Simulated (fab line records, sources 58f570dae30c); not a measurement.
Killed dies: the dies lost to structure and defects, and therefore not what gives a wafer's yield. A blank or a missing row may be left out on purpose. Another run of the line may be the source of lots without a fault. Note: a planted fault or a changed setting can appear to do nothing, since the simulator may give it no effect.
Which tool was responsible? | flow berkeleyCmos170 | 13 lots with 39 wafers sampled at 5 steps, on a route of 331 steps

## WHAT THE GAUGES READ, wafer by wafer
UCB170_NSD_CD_MEAS_06: target cd 1200 nm.
lot  | measured     | on       | cdNm (nm)
L822 | day 6 10:06  | cdSem-01 | 1200.7 1202.7 1201.3
L820 | day 6 10:20  | cdSem-01 | 1199.8 1201.1 1200.1
L824 | day 7 07:03  | cdSem-01 | 1200.4 1199.0 1200.6
L823 | day 7 09:58  | cdSem-01 | 1202.3 1202.8 1201.6
L826 | day 7 10:30  | cdSem-02 | 1201.4 1202.7 1201.7
L828 | day 8 14:20  | cdSem-01 | 1205.2 1204.8 1203.4
L836 | day 9 13:36  | cdSem-01 | 1201.6 1201.8 1201.8
L837 | day 9 15:34  | cdSem-01 | 1200.2 1199.0 1199.3
L839 | day 10 06:04 | cdSem-02 | 1201.7 1199.4 1201.3
L840 | day 10 13:49 | cdSem-02 | 1202.5 1202.3 1201.8
L838 | day 10 14:28 | cdSem-01 | 1200.9 1202.5 1200.1
L842 | day 11 06:08 | cdSem-01 | 1201.3 1200.1 1200.1
L843 | day 11 06:12 | cdSem-01 | 1199.5 1200.9 1199.8

UCB170_V1_THK_MEAS_04.
lot  | measured     | on           | V1_POLISHED_THK (nm)
L822 | day 6 22:44  | filmMetro-01 | 1001.6 1001.1 999.7
L820 | day 6 22:31  | filmMetro-04 | 1001.4 1000.9 1000.7
L824 | day 7 21:28  | filmMetro-01 | 1000.3 1000.7 1000.5
L823 | day 7 21:23  | filmMetro-04 | 1001.4 1000.8 1001.6
L826 | day 8 01:45  | filmMetro-01 | 999.0 1000.5 998.3
L828 | day 9 05:11  | filmMetro-03 | 998.2 999.7 999.6
L836 | day 10 06:03 | filmMetro-03 | 1000.1 999.1 998.3
L837 | day 10 06:02 | filmMetro-04 | 1001.6 1000.8 999.9
L839 | day 10 22:13 | filmMetro-03 | 998.0 996.7 999.1
L840 | day 11 04:32 | filmMetro-04 | 1000.1 999.0 998.6
L838 | day 11 04:34 | filmMetro-01 | 999.0 998.9 998.6
L842 | day 11 23:43 | filmMetro-01 | 1000.6 998.7 998.7
L843 | day 12 00:17 | filmMetro-01 | 1000.0 1002.4 1000.9

UCB170_V2_CD_MEAS_12: target cd 700 nm.
lot  | measured     | on       | cdNm (nm)
L822 | day 7 09:14  | cdSem-01 | 699.7 701.2 701.6
L820 | day 7 09:44  | cdSem-01 | 701.6 701.8 700.0
L824 | day 8 05:54  | cdSem-02 | 698.1 697.4 697.5
L823 | day 8 05:39  | cdSem-02 | 699.2 698.8 698.2
L826 | day 8 09:50  | cdSem-02 | 699.9 698.7 700.0
L828 | day 9 13:16  | cdSem-01 | 705.2 703.0 704.9
L836 | day 10 12:44 | cdSem-01 | 701.3 700.4 699.8
L837 | day 10 13:55 | cdSem-01 | 701.4 702.3 701.0
L839 | day 11 06:32 | cdSem-01 | 701.1 699.9 700.4
L840 | day 11 12:19 | cdSem-01 | 700.8 700.6 700.0
L838 | day 11 12:14 | cdSem-02 | 698.7 699.4 698.7
L842 | day 12 07:58 | cdSem-01 | 700.4 700.3 699.8
L843 | day 12 09:05 | cdSem-02 | 700.9 702.1 702.4

UCB170_M3_CD_MEAS_15: target cd 700 nm.
lot  | measured     | on       | cdNm (nm)
L822 | day 7 12:11  | cdSem-02 | 699.3 699.1 698.3
L820 | day 7 12:36  | cdSem-01 | 699.0 699.7 698.9
L824 | day 8 08:45  | cdSem-01 | 701.1 700.5 700.2
L823 | day 8 08:22  | cdSem-02 | 700.9 701.2 701.0
L826 | day 8 12:48  | cdSem-01 | 699.1 699.5 700.1
L828 | day 9 16:34  | cdSem-02 | 701.5 699.1 699.8
L836 | day 10 16:10 | cdSem-01 | 698.9 699.1 697.0
L837 | day 10 17:56 | cdSem-02 | 698.7 697.7 698.7
L839 | day 11 09:37 | cdSem-01 | 698.8 699.9 698.5
L840 | day 11 15:01 | cdSem-02 | 699.5 699.3 700.0
L838 | day 11 14:49 | cdSem-01 | 698.4 698.4 699.1
L842 | day 12 12:46 | cdSem-01 | 700.0 699.3 698.6
L843 | day 12 14:10 | cdSem-01 | 700.5 698.7 699.8

## WHAT TOOL EACH LOT RAN ON (gives the tool, then ch and the chambers of the sampled wafers, and finally the start)
lot  | UCB170_V2_PEB_10
L822 | lithoTrack-01 ch 0, day 7 08:57
L820 | lithoTrack-01 ch 0, day 7 09:26
L824 | lithoTrack-01 ch 0, day 8 05:38
L823 | lithoTrack-01 ch 0, day 8 05:23
L826 | lithoTrack-02 ch 0, day 8 09:34
L828 | lithoTrack-01 ch 0, day 9 12:59
L836 | lithoTrack-02 ch 0, day 10 12:28
L837 | lithoTrack-02 ch 0, day 10 13:36
L839 | lithoTrack-03 ch 0, day 11 06:13
L840 | lithoTrack-02 ch 0, day 11 12:03
L838 | lithoTrack-03 ch 0, day 11 11:59
L842 | lithoTrack-02 ch 0, day 12 07:42
L843 | lithoTrack-02 ch 0, day 12 08:48
- UCB170_V2_PEB_10

## AS READ BY THE TOOLS THEMSELVES (means over the sampled wafers that have a number; for cases with no such wafer, the mark the record gives instead)
The record holds no such reading with a usual standard deviation.

## THE ANSWER, worked out from the rows above alone
Rule: what is usual is taken from the lots themselves. The widest of any qualifying gaps counts: lots, ordered by their means at a reading, are off when they make up no more than a third of the lots, leave a main group of 4 or more, and stand apart from it by 3 or more times the standard deviation of that group's means. Not used: any main group whose means are identical at the precision the tables above print for the reading. A lot without any number at a reading at which 4 lots or more have one is off too. The other lots that the step has rows for count as sound. After the gauges, taken in route order, come the tools' own readings; for these a lot's mean is taken, as printed above. At the first step where some lot is off, the reading lying furthest off is the one used; lots without a number count as furthest.
No lot is off on any of the readings shown, so nothing can be concluded from this.

## WHAT THE SIMULATOR HAD PUT IN
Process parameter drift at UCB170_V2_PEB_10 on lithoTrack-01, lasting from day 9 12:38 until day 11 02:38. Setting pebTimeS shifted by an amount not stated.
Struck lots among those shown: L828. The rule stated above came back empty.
